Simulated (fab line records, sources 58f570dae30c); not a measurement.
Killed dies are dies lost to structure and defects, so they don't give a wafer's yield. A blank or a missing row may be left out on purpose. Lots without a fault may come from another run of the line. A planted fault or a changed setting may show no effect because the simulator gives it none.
Which tool did it? | flow berkeley_cmos170 | 7 lots, 21 wafers sampled, at 1 step of a route of 331

WHAT THE GAUGES READ, wafer by wafer
UCB170_ACTIVE_THK_MEAS_03.
lot  | measured    | on            | ACTIVE_OXIDE_THK (nm)
L587 | day 4 01:18 | film_metro-02 | 26.2 26.1 25.2
L590 | day 4 09:59 | film_metro-02 | 26.4 26.3 26.0
L594 | day 5 20:55 | film_metro-03 | 25.9 26.1 26.0
L598 | day 6 11:44 | film_metro-03 | 26.7 26.4 26.5
L600 | day 6 14:42 | film_metro-02 | 26.2 26.2 26.3
L603 | day 8 02:46 | film_metro-04 | 26.5 26.2 26.2
L608 | day 8 04:35 | film_metro-03 | 26.7 26.7 27.0

WHICH TOOL RAN EACH LOT (tool, then ch and the chambers of the sampled wafers, then the start)
The record holds no process step before these readings.

THE ANSWER, worked out from the rows above alone
Rule: what is usual is taken from the lots themselves. Put in order of their means at a reading, lots are off if they are a third of the lots or fewer, leave a main group of 4 or more, and stand apart from it by a gap of 3 or more times the standard deviation of the main group's means; of several such gaps the widest counts. A main group whose means are all the same, to the digits that the tables above print for the reading, isn't used. A lot without any number at a reading at which 4 lots or more have one is off too. The other lots that the step has rows for count as sound.
No lot is off at any reading shown: from this, nothing can be told.

WHAT THE SIMULATOR HAD PUT IN
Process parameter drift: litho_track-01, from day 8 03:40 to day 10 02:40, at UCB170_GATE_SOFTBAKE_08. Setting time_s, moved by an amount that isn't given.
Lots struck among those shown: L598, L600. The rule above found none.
